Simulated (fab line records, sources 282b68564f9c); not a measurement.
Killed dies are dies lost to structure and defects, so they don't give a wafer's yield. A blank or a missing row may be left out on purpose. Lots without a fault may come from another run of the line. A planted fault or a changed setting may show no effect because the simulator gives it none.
Which tool did it? | flow rit_cmos | 14 lots, 42 wafers sampled, at 1 step of a route of 202

WHAT THE GAUGES READ, wafer by wafer
The record holds no reading of a measuring or inspecting step that can be judged against a usual standard deviation.

WHICH TOOL RAN EACH LOT (tool, then ch and the chambers of the sampled wafers, then the start)
lot  | RIT_PWELL_IMPLANT_08
L727 | implanter-01 ch 0, day 2 00:21
L728 | implanter-01 ch 0, day 2 05:19
L729 | implanter-01 ch 0, day 2 09:42
L730 | implanter-01 ch 0, day 2 14:28
L731 | implanter-03 ch 0, day 2 18:59
L732 | implanter-03 ch 0, day 3 01:21
L733 | implanter-04 ch 0, day 3 04:08
L734 | implanter-01 ch 0, day 3 13:27
L735 | implanter-03 ch 0, day 3 17:10
L737 | implanter-04 ch 0, day 4 03:15
L740 | implanter-01 ch 0, day 4 17:21
L744 | implanter-04 ch 0, day 5 14:26
L745 | implanter-04 ch 0, day 5 18:07
L749 | implanter-01 ch 0, day 6 14:22
- RIT_PWELL_IMPLANT_08

WHAT THE TOOLS THEMSELVES READ (means of the sampled wafers that have a number; where no wafer has one, the mark that the record gives instead)
RIT_PWELL_IMPLANT_08. Usual: beam_energy_keV 170.01, standard deviation 0.063.
lot  | tool         | beam_energy_keV | flag
L727 | implanter-01 | 169.99          |
L728 | implanter-01 | 170.01          |
L729 | implanter-01 | 170.05          |
L730 | implanter-01 | 170.09          |
L731 | implanter-03 | 170.04          |
L732 | implanter-03 | 169.94          |
L733 | implanter-04 | 170.03          |
L734 | implanter-01 | 170.02          |
L735 | implanter-03 | 169.98          |
L737 | implanter-04 | 170.02          |
L740 | implanter-01 | 169.95          |
L744 | implanter-04 | 160.61          | OFF
L745 | implanter-04 | 160.70          | OFF
L749 | implanter-01 | 170.01          |

THE ANSWER, worked out from the rows above alone
Rule: a lot is off if the mean of its wafers that have a number lies more than 3 standard deviations from the usual mean. A lot without any number at a reading at which 4 lots or more have one is off too. The other lots that the step has rows for count as sound. The gauges are gone through in route order, then the tools' own readings, and for those a lot's mean is taken as printed above. The first step at which some lot is off is used, and at that step the reading that is off furthest; a lot without a number counts as furthest.
Off: L744, L745, at RIT_PWELL_IMPLANT_08 (beam_energy_keV).
A tool fits if, at that step or a process step before it, it ran every lot that is off, and no sound lot after the first of them. One fits: implanter-04 at RIT_PWELL_IMPLANT_08. Its last sound lot is L737 (day 4 03:15), its first lot that is off L744 (day 5 14:26): a fault that began between those two fits.
The tool's own readings at RIT_PWELL_IMPLANT_08 bear it out: on the lots that are off they differ by more than 5 times the standard deviation of the sound lots' means. beam_energy_keV reads 160.66 there against 170.01 on the sound lots.

WHAT THE SIMULATOR HAD PUT IN
Process parameter drift: implanter-04, from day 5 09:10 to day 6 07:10, at RIT_PWELL_IMPLANT_08. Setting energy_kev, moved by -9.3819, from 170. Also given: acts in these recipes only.
Lots struck among those shown: L744, L745. The rule above found the same.
